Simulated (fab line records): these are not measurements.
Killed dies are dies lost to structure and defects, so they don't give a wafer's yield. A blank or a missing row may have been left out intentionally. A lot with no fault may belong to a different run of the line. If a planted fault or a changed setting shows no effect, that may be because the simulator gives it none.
fab line records    flow ritCmos
[record] lots = 14  wafers = 42  lastDay = 7
route steps=202 shown NSD@140 PSD@148 CONTACT@168 M1@196
lots with no fault: from the same line, run without faults
startH: hours from the record's first day to the start of the lot's first wafer shown    waitH: hours elapsed since this lot's preceding step    " repeats the value in the row above    L1.1+2: a single row standing in for several wafers    - either no value or no given start    * or withheld: withheld    < > ~ a bound
route shown NAME@n: names a module that has steps shown in the file, with the first one's number in the route    usual: mean/standard deviation of fault-free wafers    same: alike in all rows    chamber/n: place in a boat    sites: the reading at each site    _std_site: the values' standard deviation    _edge_site: mean of outer sites minus mean of inner sites    radiusMm: for every site, how far away it sits from the centre of the wafer    mask NAME#n: copy n    behind: the tool/chamber that last shaped the wafer    hold: why the lot was held/for how many hours/how that ended    device: names the non-switching transistor (n, p or np)    end of line: tests of these same wafers at the route's end    step lacking rows: just its recipe    killed: the dies lost at the first sort to structure and to defects; this is not the yield of the wafer    map: a wafer's dies, marking killed ones x, the rest . and places with no die _
set.NAME: the setting as run; set.NAME@STEP: as run at that earlier step    model.NAME: the simulator's own value behind a step, which no gauge read
one table for each step of the route and one row for each wafer, over a sample of lots
services: from which hour (startH, from the record's first day; less than 0 if before it) a tool's chamber was out of use, for how many hours, and why
[[steps]]
[step RIT_NSD_STRIP_09]
[recipe] chemistry = O2  timeS = 180  resist = NOVOLAK  platenTempC = withheld  powerW = 500  pressureMtorr = 4000  o2FlowSccm = 4000
[usual] drypumpMotorCurrentA = 5.7/0.34
[same] timeS = 180
lot.wafer  tool            chamber  startH  waitH  drypumpMotorCurrentA  rfHoursCounterH
L760.1     plasmaAsher-01  0        53.13   0.1    5.5                   42
L760.2     "               1        "       "      6.2                   42
L760.5     "               1        "       "      6.2                   -
L761.2     plasmaAsher-02  0        53.25   0.1    6.1                   40
L761.3     "               1        "       "      5.5                   -
L761.5     "               0        "       "      6.1                   -
L762.1     plasmaAsher-01  1        57.58   0.1    6.2                   42
L762.3     "               0        "       "      5.5                   -
L762.5     "               0        "       "      5.5                   -
L763.2     plasmaAsher-01  0        61.83   0.1    5.5                   43
L763.3     "               1        "       "      6.2                   -
L763.5     "               0        "       "      5.5                   -
L764.1     plasmaAsher-01  0        68.25   0.1    5.6                   43
L764.3     "               1        "       "      6.2                   -
L764.4     "               0        "       "      5.5                   -
L765.1     plasmaAsher-02  0        72.75   0.1    6.1                   42
L765.4     "               0        "       "      6.1                   -
L765.6     "               0        "       "      6.1                   -
L766.2     plasmaAsher-01  1        77.58   0.1    6.2                   44
L766.4     "               1        "       "      6.2                   -
L766.6     "               0        "       "      5.5                   -
L768.2     plasmaAsher-02  1        87.96   0.1    5.5                   43
L768.5     "               1        "       "      5.5                   -
L768.6     "               0        "       "      6.1                   -
L771.3     plasmaAsher-02  1        102.34  0.1    5.5                   -
L771.5     "               1        "       "      5.5                   -
L771.6     "               0        "       "      6.1                   -
L774.2     plasmaAsher-01  1        117.80  0.1    6.2                   0
L774.3     "               1        "       "      6.1                   -
L774.5     "               1        "       "      6.2                   -
L778.2     plasmaAsher-02  1        136.96  0.1    5.5                   49
L778.3     "               0        "       "      6.1                   -
L778.4     "               1        "       "      5.5                   -
L780.2     plasmaAsher-04  1        147.64  0.1    5.3                   36
L780.3     "               1        "       "      5.2                   -
L780.4     "               0        "       "      5.5                   -
L781.2     plasmaAsher-02  0        151.55  0.1    6.1                   50
L781.3     "               0        "       "      6.1                   -
L781.4     "               1        "       "      5.5                   -
L783.1     plasmaAsher-04  0        162.45  0.1    5.5                   37
L783.2     "               1        "       "      5.3                   37
L783.4     "               1        "       "      5.2                   -
[step RIT_PSD_OVL_MEAS_06]
[usual] PSD_OVL = -0.3/1.2
lot.wafer  tool        chamber  startH  waitH  PSD_OVL[nm]
L760.1     overlay-01  -        54.22   -      0.1
L760.2     "           -        "       "      0.5
L760.5     "           -        "       "      0.6
L761.2     overlay-02  -        54.34   -      1.9
L761.3     "           -        "       "      -0.1
L761.5     "           -        "       "      0.0
L762.1     overlay-01  -        58.66   -      1.3
L762.3     "           -        "       "      0.7
L762.5     "           -        "       "      0.5
L763.2     overlay-02  -        62.94   -      -0.7
L763.3     "           -        "       "      0.5
L763.5     "           -        "       "      -2.8
L764.1     overlay-01  -        69.46   -      -0.8
L764.3     "           -        "       "      -0.5
L764.4     "           -        "       "      1.6
L765.1     overlay-02  -        73.96   -      0.2
L765.4     "           -        "       "      -0.4
L765.6     "           -        "       "      0.8
L766.2     overlay-01  -        78.67   -      -0.9
L766.4     "           -        "       "      -2.8
L766.6     "           -        "       "      -0.7
L768.2     overlay-02  -        89.05   -      -0.3
L768.5     "           -        "       "      -1.1
L768.6     "           -        "       "      -1.3
L771.3     overlay-02  -        103.38  -      0.2
L771.5     "           -        "       "      -1.1
L771.6     "           -        "       "      -1.3
L774.2     overlay-02  -        118.97  -      1.3
L774.3     "           -        "       "      -0.8
L774.5     "           -        "       "      -2.4
L778.2     overlay-02  -        138.05  -      0.1
L778.3     "           -        "       "      -1.7
L778.4     "           -        "       "      -1.7
L780.2     overlay-02  -        148.73  -      0.0
L780.3     "           -        "       "      -2.0
L780.4     "           -        "       "      -0.4
L781.2     overlay-02  -        152.77  -      -0.6
L781.3     "           -        "       "      0.7
L781.4     "           -        "       "      -1.1
L783.1     overlay-02  -        163.66  -      1.2
L783.2     "           -        "       "      1.1
L783.4     "           -        "       "      0.5
[step RIT_CONTACT_CVD_00]
[recipe] material = SiO2  targetThkNm = 400  precursor = TEOS  tempC = 390  timeS = 61  rfW = 400
[usual] heaterPowerW = 341/65
[same] timeS = 61
lot.wafer  tool      chamber  startH  waitH  heaterPowerW
L760.1     pecvd-04  1        56.40   0.1    358
L760.2     "         2        "       "      396
L760.5     "         2        "       "      419
L761.2     pecvd-01  2        56.74   0.0    346
L761.3     "         1        "       "      267
L761.5     "         1        "       "      288
L762.1     pecvd-02  0        60.70   0.1    302
L762.3     "         2        "       "      276
L762.5     "         1        "       "      440
L763.2     pecvd-04  1        64.96   0.0    322
L763.3     "         1        "       "      340
L763.5     "         1        "       "      353
L764.1     pecvd-01  1        71.55   0.1    272
L764.3     "         2        "       "      406
L764.4     "         0        "       "      319
L765.1     pecvd-02  0        75.99   0.1    330
L765.4     "         2        "       "      272
L765.6     "         0        "       "      342
L766.2     pecvd-04  0        80.83   0.1    294
L766.4     "         1        "       "      337
L766.6     "         0        "       "      292
L768.2     pecvd-02  1        91.04   0.0    404
L768.5     "         2        "       "      258
L768.6     "         1        "       "      413
L771.3     pecvd-02  1        105.46  0.0    431
L771.5     "         0        "       "      307
L771.6     "         2        "       "      228
L774.2     pecvd-02  2        120.96  0.0    291
L774.3     "         0        "       "      354
L774.5     "         1        "       "      451
L778.2     pecvd-04  1        140.04  0.0    295
L778.3     "         2        "       "      431
L778.4     "         2        "       "      463
L780.2     pecvd-02  0        150.96  0.0    274
L780.3     "         1        "       "      397
L780.4     "         2        "       "      270
L781.2     pecvd-04  2        154.76  0.0    456
L781.3     "         0        "       "      284
L781.4     "         1        "       "      312
L783.1     pecvd-02  1        165.65  0.1    411
L783.2     "         2        "       "      300
L783.4     "         0        "       "      317
[step RIT_M1_METAL_ETCH_12]
[recipe] stopOn = SiO2  chemistry = Cl2/BCl3  target = Al  timeS = 165  overEtchFrac = 0.5  pressureMtorr = 100  targetDepthA = 6000  rfW = 250  Cl2_flow_sccm = 60  bcl3FlowSccm = 50
[usual] drypumpMotorCurrentA = 6.0/0.52  oesProductAu = 0.776/0.0082  rfFwdPowerW = 249.1/0.71  throttleValvePct = 8.30/0.083
[same] timeS = 165
lot.wafer  tool         chamber  startH  waitH  drypumpMotorCurrentA  oesProductAu  rfFwdPowerW  rfHoursCounterH  throttleValvePct
L760.1     rieMetal-02  1        60.78   0.2    6.7                   0.772         247.1        37               8.38
L760.2     "            0        "       "      5.7                   0.776         249.1        38               8.26
L760.5     "            1        "       "      6.7                   0.774         248.3        -                8.39
L761.2     rieMetal-01  1        61.09   0.2    6.6                   0.774         247.9        2                8.18
L761.3     "            0        "       "      5.3                   0.751         249.4        -                8.41
L761.5     "            1        "       "      6.6                   0.771         248.4        -                8.18
L762.1     rieMetal-03  1        64.71   0.2    5.6                   0.768         249.3        1                8.22
L762.3     "            0        "       "      5.9                   0.772         249.2        -                8.32
L762.5     "            1        "       "      5.6                   0.777         249.3        -                8.23
L763.2     rieMetal-02  1        69.00   0.2    6.7                   0.781         250.8        37               8.39
L763.3     "            0        "       "      5.7                   0.767         248.8        -                8.26
L763.5     "            0        "       "      5.7                   0.778         249.8        -                8.24
L764.1     rieMetal-01  0        75.69   0.2    5.3                   0.768         249.0        2                8.41
L764.3     "            1        "       "      6.6                   0.779         248.4        -                8.17
L764.4     "            0        "       "      5.3                   0.764         248.6        -                8.40
L765.1     rieMetal-03  0        80.43   0.2    5.9                   0.782         247.6        1                8.33
L765.4     "            0        "       "      5.9                   0.777         248.5        -                8.33
L765.6     "            0        "       "      5.9                   0.775         249.2        -                8.33
L766.2     rieMetal-02  1        85.09   0.2    6.7                   0.774         249.2        37               8.39
L766.4     "            1        "       "      6.7                   0.766         249.3        -                8.39
L766.6     "            1        "       "      6.7                   0.770         248.1        -                8.40
L768.2     rieMetal-03  1        95.28   0.2    5.6                   0.776         249.2        1                8.23
L768.5     "            1        "       "      5.6                   0.773         248.6        -                8.23
L768.6     "            0        "       "      5.9                   0.758         249.0        -                8.31
L771.3     rieMetal-03  1        109.65  0.2    5.6                   0.780         248.8        -                8.21
L771.5     "            1        "       "      5.6                   0.770         248.6        -                8.23
L771.6     "            0        "       "      5.9                   0.791         348.2        -                8.32
L774.2     rieMetal-03  0        125.20  0.2    5.9                   0.782         348.9        1                8.32
L774.3     "            0        "       "      5.9                   0.782         349.1        -                8.31
L774.5     "            0        "       "      5.9                   0.783         349.9        -                8.32
L778.2     rieMetal-01  1        144.34  0.2    6.6                   0.783         250.0        3                8.19
L778.3     "            1        "       "      6.6                   0.788         248.9        -                8.22
L778.4     "            0        "       "      5.3                   0.782         248.5        -                8.41
L780.2     rieMetal-01  0        155.09  0.2    5.3                   0.765         249.2        3                8.41
L780.3     "            0        "       "      5.3                   0.774         248.2        -                8.39
L780.4     "            1        "       "      6.6                   0.778         247.7        -                8.19
L781.2     rieMetal-02  0        159.18  0.2    5.7                   0.796         249.4        0                8.28
L781.3     "            0        "       "      5.7                   0.789         249.4        -                8.29
L781.4     "            1        "       "      6.7                   0.773         249.4        -                8.37
L783.1     rieMetal-01  0        169.81  0.2    5.3                   0.769         248.5        3                8.42
L783.2     "            1        "       "      6.6                   0.781         248.8        4                8.17
L783.4     "            0        "       "      5.3                   0.775         248.8        -                8.41
[step RIT_M1_CD_MEAS_90]
[recipe] targetCdNm = 2600
[usual] cdNm = 2601.0/2.7
lot.wafer  tool      chamber  startH  waitH  cdNm
L760.1     cdSem-02  -        61.31   0.1    2602.0
L760.2     "         -        "       "      2599.6
L760.5     "         -        "       "      2602.8
L761.2     cdSem-01  -        61.64   0.1    2598.1
L761.3     "         -        "       "      2599.5
L761.5     "         -        "       "      2599.6
L762.1     cdSem-01  -        65.24   0.1    2603.5
L762.3     "         -        "       "      2599.3
L762.5     "         -        "       "      2604.5
L763.2     cdSem-02  -        69.54   0.1    2603.0
L763.3     "         -        "       "      2603.8
L763.5     "         -        "       "      2602.9
L764.1     cdSem-01  -        76.24   0.1    2602.3
L764.3     "         -        "       "      2599.5
L764.4     "         -        "       "      2601.3
L765.1     cdSem-01  -        80.94   0.1    2599.8
L765.4     "         -        "       "      2597.8
L765.6     "         -        "       "      2599.0
L766.2     cdSem-02  -        85.64   0.1    2600.4
L766.4     "         -        "       "      2604.7
L766.6     "         -        "       "      2603.7
L768.2     cdSem-01  -        95.81   0.1    2603.3
L768.5     "         -        "       "      2602.4
L768.6     "         -        "       "      2596.1
L771.3     cdSem-01  -        110.15  0.1    2598.2
L771.5     "         -        "       "      2598.8
L771.6     "         -        "       "      2570.7
L774.2     cdSem-01  -        125.88  0.1    2572.1
L774.3     "         -        "       "      2573.1
L774.5     "         -        "       "      2574.6
L778.2     cdSem-02  -        144.87  0.1    2599.0
L778.3     "         -        "       "      2600.1
L778.4     "         -        "       "      2602.7
L780.2     cdSem-02  -        155.62  0.1    2601.3
L780.3     "         -        "       "      2601.0
L780.4     "         -        "       "      2599.4
L781.2     cdSem-01  -        159.73  0.1    2604.6
L781.3     "         -        "       "      2603.5
L781.4     "         -        "       "      2603.0
L783.1     cdSem-02  -        170.33  0.1    2601.8
L783.2     "         -        "       "      2600.4
L783.4     "         -        "       "      2604.1
[step RIT_M1_PROBE_99]
[usual] defectLimitedYield = 97.5/1.2  killedAtContacts = 0.1/0.31  killedAtFrontEnd = 7/3.1  killedDies = 7/3.1  killedOpen = 3.3/1.9  killedShort = 3.3/2  sort_bin_3_pad_short = 0.1/0.21  sort_bin_5_function = 1.5/0.88  sort_bin_6_memory = 0.9/0.64  sortNPass = 257/3.1  sortYieldPct = 97.5/1.2
[same] grossDies = 264  killed_at_M0_to_M3 = 0  killed_at_M4_up = 0  killedAtBackSide = 0  killedAtOther = 0
lot.wafer  tool       chamber  startH  waitH  defectLimitedYield[%]  killedAtContacts  killedAtFrontEnd  killedDies  killedOpen  killedShort  sort_bin_3_pad_short[%]  sort_bin_5_function[%]  sort_bin_6_memory[%]  sortNPass  sortYieldPct[%]
L760.1     prober-01  -        63.05   0.1    95.8                   1                 10                11          2           8            0.8                      1.9                     1.5                   253        95.8
L760.2     prober-01  -        63.10   0.1    97.7                   1                 5                 6           2           3            0                        1.5                     0.8                   258        97.7
L760.5     prober-01  -        63.25   0.2    97.7                   0                 6                 6           3           3            0.8                      1.5                     0                     258        97.7
L761.2     prober-01  -        63.72   0.1    98.1                   0                 5                 5           2           3            0                        1.5                     0.4                   259        98.1
L761.3     prober-01  -        63.77   0.2    98.1                   0                 5                 5           1           4            0                        1.5                     0.4                   259        98.1
L761.5     prober-01  -        63.87   0.2    96.6                   0                 9                 9           5           4            0                        2.7                     0.8                   255        96.6
L762.1     prober-01  -        66.98   0.1    98.1                   0                 5                 5           3           2            0                        1.1                     0.8                   259        98.1
L762.3     prober-01  -        67.08   0.2    97.7                   0                 6                 6           3           3            0.8                      0.4                     1.1                   258        97.7
L762.5     prober-01  -        67.18   0.2    96.2                   0                 10                10          6           4            0                        1.9                     1.9                   254        96.2
L763.2     prober-01  -        71.31   0.1    97.3                   0                 7                 7           4           3            0                        2.3                     0.4                   257        97.3
L763.3     prober-01  -        71.36   0.2    96.6                   0                 9                 9           3           6            0.4                      1.1                     1.9                   255        96.6
L763.5     prober-01  -        71.46   0.2    95.8                   0                 11                11          3           8            0.4                      1.5                     2.3                   253        95.8
L764.1     prober-01  -        77.98   0.1    99.2                   0                 2                 2           1           1            0                        0                       0.8                   262        99.2
L764.3     prober-01  -        78.08   0.2    98.5                   0                 4                 4           2           2            0.4                      0.4                     0.8                   260        98.5
L764.4     prober-01  -        78.13   0.2    98.5                   0                 4                 4           2           2            0                        1.1                     0.4                   260        98.5
L765.1     prober-01  -        82.77   0.1    98.1                   0                 5                 5           4           1            0                        1.5                     0.4                   259        98.1
L765.4     prober-01  -        82.92   0.2    96.2                   0                 10                10          3           7            0.4                      1.9                     1.5                   254        96.2
L765.6     prober-01  -        83.02   0.2    96.6                   0                 9                 9           7           2            0                        2.3                     1.1                   255        96.6
L766.2     prober-01  -        88.07   0.1    96.6                   0                 9                 9           4           5            0.4                      2.3                     0.8                   255        96.6
L766.4     prober-01  -        88.17   0.2    98.1                   0                 5                 5           2           3            0                        0.4                     1.5                   259        98.1
L766.6     prober-01  -        88.27   0.2    97.3                   0                 7                 7           3           4            0                        2.7                     0                     257        97.3
L768.2     prober-01  -        97.58   0.1    97.3                   0                 7                 7           4           3            0                        1.9                     0.8                   257        97.3
L768.5     prober-01  -        97.73   0.2    98.5                   0                 4                 4           2           2            0                        1.1                     0.4                   260        98.5
L768.6     prober-01  -        97.78   0.2    96.6                   0                 9                 9           7           2            0.4                      2.3                     0.8                   255        96.6
L771.3     prober-01  -        112.60  0.2    97.7                   0                 6                 6           4           2            0                        1.1                     1.1                   258        97.7
L771.5     prober-01  -        112.70  0.2    95.5                   0                 12                12          6           6            0                        3.8                     0.8                   252        95.5
L771.6     prober-01  -        112.75  0.2    97.0                   0                 8                 8           2           6            0.8                      2.3                     0                     256        97.0
L774.2     prober-01  -        127.65  0.1    97.0                   0                 8                 8           3           5            0                        1.1                     1.9                   256        97.0
L774.3     prober-01  -        127.70  0.2    97.0                   0                 8                 8           4           4            0.4                      1.9                     0.8                   256        97.0
L774.5     prober-01  -        127.80  0.2    97.3                   0                 7                 7           1           6            0                        1.9                     0.8                   257        97.3
L778.2     prober-01  -        147.07  0.1    98.5                   0                 4                 4           2           2            0                        0.8                     0.8                   260        98.5
L778.3     prober-01  -        147.12  0.2    97.7                   0                 6                 6           4           2            0                        1.9                     0.4                   258        97.7
L778.4     prober-01  -        147.17  0.2    95.8                   1                 10                11          8           3            0                        2.7                     1.5                   253        95.8
L780.2     prober-01  -        158.61  0.1    97.3                   0                 7                 7           5           2            0                        1.1                     1.5                   257        97.3
L780.3     prober-01  -        158.66  0.2    98.1                   0                 5                 5           4           1            0                        1.1                     0.8                   259        98.1
L780.4     prober-01  -        158.71  0.2    97.0                   0                 8                 8           2           6            0                        1.1                     1.9                   256        97.0
L781.2     prober-01  -        161.50  0.1    98.5                   0                 4                 4           1           3            0                        1.1                     0.4                   260        98.5
L781.3     prober-01  -        161.55  0.2    97.7                   0                 6                 6           5           1            0                        1.1                     1.1                   258        97.7
L781.4     prober-01  -        161.60  0.2    99.6                   0                 1                 1           1           0            0                        0                       0.4                   263        99.6
L783.1     prober-01  -        172.07  0.1    97.3                   0                 7                 7           1           6            0.4                      1.9                     0.4                   257        97.3
L783.2     prober-01  -        172.12  0.1    97.0                   0                 8                 8           4           4            0.4                      1.5                     1.1                   256        97.0
L783.4     prober-01  -        172.22  0.2    98.1                   0                 5                 5           2           3            0                        1.1                     0.8                   259        98.1
// killed by level:class
L760.1 GATE:geometricParticle:short=6 FOX2:geometricParticle:short=1 GATE:geometricParticle:open=1 SPACER:geometricParticle:short=1 SILICIDE:geometricParticle:open=1 CONTACT:coatMicrobubblePrinted=1
L760.2 FOX1:geometricParticle:open=1 FOX2:geometricParticle:short=1 GATE:geometricParticle:short=1 SPACER:geometricParticle:open=1 SILICIDE:geometricParticle:short=1 CONTACT:coatMicrobubblePrinted=1
L760.5 GATE:geometricParticle:short=2 FOX1:geometricParticle:short=1 FOX1:geometricParticle:open=1 SPACER:geometricParticle:open=1 SILICIDE:geometricParticle:open=1
L761.2 REOX:geometricParticle:open=2 FOX1:geometricParticle:short=1 GATE:geometricParticle:short=1 REOX:geometricParticle:short=1
L761.3 FOX1:geometricParticle:short=1 FOX1:geometricParticle:open=1 FOX2:geometricParticle:short=1 GATE:geometricParticle:short=1 SPACER:geometricParticle:short=1
L761.5 FOX1:geometricParticle:short=2 REOX:geometricParticle:open=2 SPACER:geometricParticle:open=2 FOX1:geometricParticle:open=1 GATE:geometricParticle:short=1 SPACER:geometricParticle:short=1
L762.1 FOX2:geometricParticle:short=2 GATE:geometricParticle:open=1 REOX:geometricParticle:open=1 SPACER:geometricParticle:open=1
L762.3 SILICIDE:geometricParticle:short=2 FOX1:geometricParticle:open=1 FOX2:geometricParticle:open=1 FOX2:geometricParticle:short=1 SILICIDE:geometricParticle:open=1
L762.5 GATE:geometricParticle:open=4 GATE:geometricParticle:short=3 FOX2:geometricParticle:open=1 SPACER:geometricParticle:short=1 SPACER:geometricParticle:open=1
L763.2 SPACER:geometricParticle:open=2 FOX1:geometricParticle:open=1 GATE:geometricParticle:short=1 REOX:geometricParticle:open=1 REOX:geometricParticle:short=1 SILICIDE:geometricParticle:short=1
L763.3 FOX1:geometricParticle:short=3 FOX2:geometricParticle:short=1 FOX2:geometricParticle:open=1 GATE:geometricParticle:open=1 GATE:geometricParticle:short=1 SILICIDE:geometricParticle:short=1 SILICIDE:geometricParticle:open=1
L763.5 GATE:geometricParticle:short=5 GATE:geometricParticle:open=2 SILICIDE:geometricParticle:short=2 REOX:geometricParticle:open=1 SPACER:geometricParticle:short=1
L764.1 REOX:geometricParticle:short=1 SILICIDE:geometricParticle:open=1
L764.3 FOX1:geometricParticle:short=1 GATE:geometricParticle:short=1 REOX:geometricParticle:open=1 SPACER:geometricParticle:open=1
L764.4 GATE:geometricParticle:open=2 GATE:geometricParticle:short=1 SPACER:geometricParticle:short=1
L765.1 SILICIDE:geometricParticle:open=2 FOX1:geometricParticle:open=1 FOX2:geometricParticle:open=1 GATE:geometricParticle:short=1
L765.4 FOX1:geometricParticle:short=3 SILICIDE:geometricParticle:open=3 GATE:geometricParticle:short=2 SPACER:geometricParticle:short=1 SILICIDE:geometricParticle:short=1
L765.6 GATE:geometricParticle:open=5 GATE:geometricParticle:short=2 REOX:geometricParticle:open=1 SILICIDE:geometricParticle:open=1
L766.2 GATE:geometricParticle:short=4 FOX1:geometricParticle:open=2 FOX1:geometricParticle:short=1 GATE:geometricParticle:open=1 SILICIDE:geometricParticle:open=1
L766.4 FOX1:geometricParticle:open=2 GATE:geometricParticle:short=2 REOX:geometricParticle:short=1
L766.6 FOX1:geometricParticle:short=2 GATE:geometricParticle:open=2 FOX1:geometricParticle:open=1 GATE:geometricParticle:short=1 SPACER:geometricParticle:short=1
L768.2 FOX1:geometricParticle:open=2 REOX:geometricParticle:short=2 FOX1:geometricParticle:short=1 GATE:geometricParticle:open=1 SILICIDE:geometricParticle:open=1
L768.5 FOX1:geometricParticle:short=1 GATE:geometricParticle:open=1 GATE:geometricParticle:short=1 SILICIDE:geometricParticle:open=1
L768.6 GATE:geometricParticle:open=3 SILICIDE:geometricParticle:open=2 FOX1:geometricParticle:open=1 FOX1:geometricParticle:short=1 SPACER:geometricParticle:open=1 SPACER:geometricParticle:short=1
L771.3 SPACER:geometricParticle:open=3 GATE:geometricParticle:open=1 SPACER:geometricParticle:short=1 SILICIDE:geometricParticle:short=1
L771.5 SPACER:geometricParticle:short=3 FOX1:geometricParticle:short=2 FOX1:geometricParticle:open=2 FOX2:geometricParticle:open=2 GATE:geometricParticle:open=1 GATE:geometricParticle:short=1 REOX:geometricParticle:open=1
L771.6 SPACER:geometricParticle:short=3 FOX1:geometricParticle:short=2 GATE:geometricParticle:short=1 REOX:geometricParticle:open=1 SPACER:geometricParticle:open=1
L774.2 SPACER:geometricParticle:open=2 FOX1:geometricParticle:short=1 GATE:geometricParticle:short=1 REOX:geometricParticle:short=1 REOX:geometricParticle:open=1 SPACER:geometricParticle:short=1 SILICIDE:geometricParticle:short=1
L774.3 GATE:geometricParticle:open=2 SPACER:geometricParticle:short=2 SILICIDE:geometricParticle:open=2 GATE:geometricParticle:short=1 SILICIDE:geometricParticle:short=1
L774.5 GATE:geometricParticle:short=3 FOX1:geometricParticle:short=1 FOX2:geometricParticle:open=1 REOX:geometricParticle:short=1 SPACER:geometricParticle:short=1
L778.2 REOX:geometricParticle:short=2 GATE:geometricParticle:open=1 REOX:geometricParticle:open=1
L778.3 GATE:geometricParticle:open=2 GATE:geometricParticle:short=2 FOX1:geometricParticle:open=1 REOX:geometricParticle:open=1
L778.4 GATE:geometricParticle:open=4 REOX:geometricParticle:open=2 FOX1:geometricParticle:short=1 REOX:geometricParticle:short=1 SPACER:geometricParticle:short=1 SILICIDE:geometricParticle:open=1 CONTACT:geometricParticle:open=1
L780.2 GATE:geometricParticle:open=3 FOX1:geometricParticle:open=1 FOX1:geometricParticle:short=1 REOX:geometricParticle:short=1 SILICIDE:geometricParticle:open=1
L780.3 FOX2:geometricParticle:open=2 REOX:geometricParticle:open=1 REOX:geometricParticle:short=1 SPACER:geometricParticle:open=1
L780.4 FOX2:geometricParticle:short=3 SILICIDE:geometricParticle:short=2 FOX1:geometricParticle:open=1 GATE:geometricParticle:open=1 SPACER:geometricParticle:short=1
L781.2 FOX2:geometricParticle:short=1 GATE:geometricParticle:short=1 GATE:geometricParticle:open=1 SPACER:geometricParticle:short=1
L781.3 GATE:geometricParticle:open=3 SPACER:geometricParticle:open=2 GATE:geometricParticle:short=1
L781.4 FOX2:geometricParticle:open=1
L783.1 GATE:geometricParticle:short=2 SILICIDE:geometricParticle:short=2 FOX1:geometricParticle:short=1 FOX1:geometricParticle:open=1 SPACER:geometricParticle:short=1
L783.2 GATE:geometricParticle:short=4 SPACER:geometricParticle:open=2 FOX2:geometricParticle:open=1 SILICIDE:geometricParticle:open=1
L783.4 GATE:geometricParticle:short=1 GATE:geometricParticle:open=1 SPACER:geometricParticle:open=1 SPACER:geometricParticle:short=1 SILICIDE:geometricParticle:short=1
[[services]]
tool            chamber  startH  hours  kind
plasmaAsher-04  -        30.02   10.5   repair
pecvd-04        0        39.77   3.6    repair
pecvd-04        -        41.80   6.0    pm
pecvd-02        -        42.29   2.8    pm
plasmaAsher-01  -        48.14   0.6    repair
pecvd-04        2        59.96   5.9    repair
pecvd-01        -        75.59   2.3    repair
plasmaAsher-01  -        108.75  9.0    pm
plasmaAsher-01  0        108.75  9.0    ventCycle
plasmaAsher-01  1        108.75  9.0    ventCycle
plasmaAsher-01  -        111.80  4.2    repair
rieMetal-03     1        113.15  4.3    repair
plasmaAsher-01  0        117.75  -      clean
plasmaAsher-01  1        117.75  -      clean
rieMetal-02     -        136.12  20.0   pm
rieMetal-02     0        136.12  20.0   ventCycle
rieMetal-02     1        136.12  20.0   ventCycle
pecvd-01        0        142.86  4.2    repair
rieMetal-02     0        156.12  -      clean
rieMetal-02     1        156.12  -      clean
pecvd-01        0        164.79  6.5    repair
[[key]]
[firstSign] step = RIT_M1_METAL_ETCH_12  reading = rfFwdPowerW  direction = up  sigmas = 99+  usual = 249.1  struck = 349.0
[effect] step = RIT_M1_CD_MEAS_90  reading = cdNm  direction = down  sigmas = 11  usual = 2601.0  struck = 2572.6
metAt RIT_M1_METAL_ETCH_12
struckLots L771,L774
struckWafers L771.6,L774.2,L774.3,L774.5
notActingAt RIT_NSD_STRIP_09,RIT_PSD_OVL_MEAS_06,RIT_CONTACT_CVD_00
onsetBetween 95.28 109.65
[fault] kind = processParameterDrift  tool = rieMetal-03  chamber = 0  onsetH = 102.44  steps = RIT_M1_METAL_ETCH_12  channel = rfW  offset = 100  shape = step  endH = 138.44  stated = 250
